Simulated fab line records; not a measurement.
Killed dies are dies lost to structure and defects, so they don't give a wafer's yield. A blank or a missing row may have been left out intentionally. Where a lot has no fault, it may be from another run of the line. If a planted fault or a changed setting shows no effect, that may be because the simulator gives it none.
A struck lot beside a sound one + flow berkeley cmos170 + 19 out of 331 route steps
Sound: these wafers, L466.2, L466.4, L466.6. Wafers struck: L471.3, L471.4, L471.6. At the end, the cause is stated.
Each step with rows lists, per side, the tool, then ch with its chambers, then its first start. Under that, the readings that differ: sound wafers + struck wafers + difference of the means + sigmas: that difference in standard deviations of wafers without a fault.
alike: words and numbers the same on both sides, and readings whose means are apart by under 2 such deviations; not compared: readings that were withheld, readings missing a value for some wafer, numbers with overlapping values and no deviation given by the record, and bounds like >300 which may hide the same value.
The two part at a step that has a row with sigmas, a row that says differs or no value, or rows on one side only. Numbers that don't overlap but have no deviation are shown without sigmas and don't part them. A reading missing from all wafers of one side parts the sides only when that side holds two or more wafers.

first, 1 step without rows for these wafers: UCB170_M2_PRE_CLEAN_00 (preclean etch time 60 s).
UCB170_M2_SPUTTER_01: material Al, target thk 900 nm, time 120 s.
  struck on pvd sputter-01, day 10 03:39; sound on pvd sputter-01, day 9 02:22
  alike: throttle valve pct
UCB170_M2_RS_MEAS_02: uses a four-point probe to measure.
  struck on film metro-02, day 10 03:46; sound on film metro-02, day 9 02:28
  alike: M2_AL_RS
UCB170_M2_THK_MEAS_03: measures by xrf.
  struck on film metro-02, day 10 03:52; sound on film metro-02, day 9 02:34
  alike: M2_AL_THK
then, 3 steps without rows for these wafers: UCB170_M2_HMDS_04 (prime time 60 s); UCB170_M2_COAT_05 (resist thk 900 nm); UCB170_M2_SOFTBAKE_06 (time 60 s).
UCB170_M2_STRIP_07: strips in O2.
  sound on plasma asher-04 ch 0,1, day 9 03:04; struck on plasma asher-03 ch 0,1, day 10 04:24
  alike: drypump motor current A, oes product au, strip time to endpoint s
  not compared: rf hours counter h
then, 4 steps without rows for these wafers: UCB170_M2_STRIP_08 (strips KrF in DMSO, time 600 s); UCB170_M2_COAT_09; UCB170_M2_COAT_10 (resist thk 900 nm); UCB170_M2_SOFTBAKE_11 (time 60 s).
UCB170_M2_EXPOSE_12: exposes mask METAL2, target cd 700 nm.
  sound on krf scanner-02 ch 0, day 9 03:56; struck on krf scanner-02 ch 0, day 10 05:25
| reading                    | sound             | struck            | difference | sigmas |
|----------------------------|-------------------|-------------------|------------|--------|
| model.M2.overlay x nm (nm) | 1.262 1.262 1.262 | 232.9 232.9 232.9 | +231.6     |        |
  alike: mask
then, 2 steps without rows for these wafers: UCB170_M2_PEB_13; UCB170_M2_DEVELOP_14 (develop time 45 s).
UCB170_M2_CD_MEAS_15: the cd target is 700 nm.
  struck on cd sem-02, day 10 05:49; sound on cd sem-01, day 9 04:20
  alike: cd nm
UCB170_M2_OVL_MEAS_16:
  struck on overlay-01, day 10 05:55; sound on overlay-01, day 9 04:26
| reading     | sound   | struck      | difference | sigmas |
|-------------|---------|-------------|------------|--------|
| M2_OVL (nm) | 11 5 -3 | 240 238 238 | +234       | +36    |
UCB170_M2_ETCH_17: etches BARC in N2/H2.
  sound on rie diel-03 ch 0,3, day 9 04:28; struck on rie diel-02 ch 1,2,3, day 10 05:56
  alike: drypump motor current A, oes product au, throttle valve pct
UCB170_M3_PROBE_99:
  the record has rows for the struck wafers here (prober-01, day 10 13:28) and none for the sound ones

## WHERE THEY PART
Earliest at UCB170_M2_OVL_MEAS_16; latest, in this record, at UCB170_M3_PROBE_99.

WHY: the cause the simulator had injected
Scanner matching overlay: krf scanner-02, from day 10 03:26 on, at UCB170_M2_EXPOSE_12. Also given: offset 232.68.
